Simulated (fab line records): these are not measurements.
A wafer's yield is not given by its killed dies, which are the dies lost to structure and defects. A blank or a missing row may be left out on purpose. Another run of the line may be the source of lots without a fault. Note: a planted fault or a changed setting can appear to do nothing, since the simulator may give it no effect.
A single fault, viewed from 2 desks -- flow rit-cmos -- numbers are kept per desk, each desk with only its own; the story behind them comes last

## AT THE TOOL OWNER'S DESK: implanter-01
The tool's own readings at RIT_NSD_IMPLANT_08, given as means over the sampled wafers that have a number, one for each lot that went through this tool. Marked OUT: a lot whose mean sits more than 4 standard deviations from the usual mean, which makes it out of limits; the brackets give that distance.
Columns: A = dose-ions-cm2 at RIT_NSD_IMPLANT_08, usual 9.998e+14; B = faraday-current-uA at RIT_NSD_IMPLANT_08, usual 3132
lot,first seen here,A,B
L766,day 2 22:59,9.991e+14,3162
L767,day 3 03:28,9.990e+14,3109
L768,day 3 10:27,1.000e+15,3109
L771,day 4 02:01,9.992e+14,3148
L773,day 4 10:28,9.991e+14,3146
L779,day 6 01:53,9.991e+14,3137
L780,day 6 03:17,9.325e+14 (-56) OUT,2943
L784,day 6 18:22,9.333e+14 (-55) OUT,2909
Finding of this desk: L780, L784 out of limits; the first was L780 at day 6 03:17, on dose-ions-cm2 at RIT_NSD_IMPLANT_08. L766, L767, L768, L771, L773, L779: within limits.

## METROLOGY DESK
Means of the sampled wafers that have a number, per lot and without regard to the tool the lot ran on: this is what the gauges read. Marked OUT: a lot whose mean sits more than 4 standard deviations from the usual mean, which makes it out of limits; the brackets give that distance.
Columns: A = NSD_RS at RIT_SDANNEAL_RS_MEAS_05, usual 84.5 ohm/sq
lot,first seen here,A
L766,day 3 01:23,84.1
L767,day 3 05:59,84.4
L768,day 3 12:49,84.4
L769,day 3 17:17,84.2
L770,day 3 23:56,84.6
L771,day 4 04:29,84.8
L772,day 4 08:50,84.1
L773,day 4 12:49,85.2
L774,day 5 03:33,84.4
L776,day 5 09:46,84.4
L779,day 6 04:33,84.5
L780,day 6 05:47,89.4 (+15) OUT
L781,day 6 09:38,84.4
L784,day 6 20:50,89.2 (+15) OUT
Per this desk, out of limits: L780, L784; the first was L780, day 6 05:47 (NSD_RS at RIT_SDANNEAL_RS_MEAS_05). L766, L767, L768, L769, L770, L771, L772, L773, L774, L776, L779, L781: within limits.

## PUT TOGETHER
The tool owner's desk could have raised an alarm at day 6 03:17, on L780, L784.
The metrology desk could have raised an alarm at day 6 05:47, on L780, L784.
All the named lots went through RIT_NSD_IMPLANT_08 on implanter-01.

## WHAT WAS PUT IN BY THE SIMULATOR
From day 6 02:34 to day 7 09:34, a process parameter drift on implanter-01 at RIT_NSD_IMPLANT_08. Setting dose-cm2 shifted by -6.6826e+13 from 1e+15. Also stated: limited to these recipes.
Shown lots that were struck: L780, L784.
Hours from the fault's start to each desk's first reading out of limits: the tool owner's desk, 1; the metrology desk, 3.
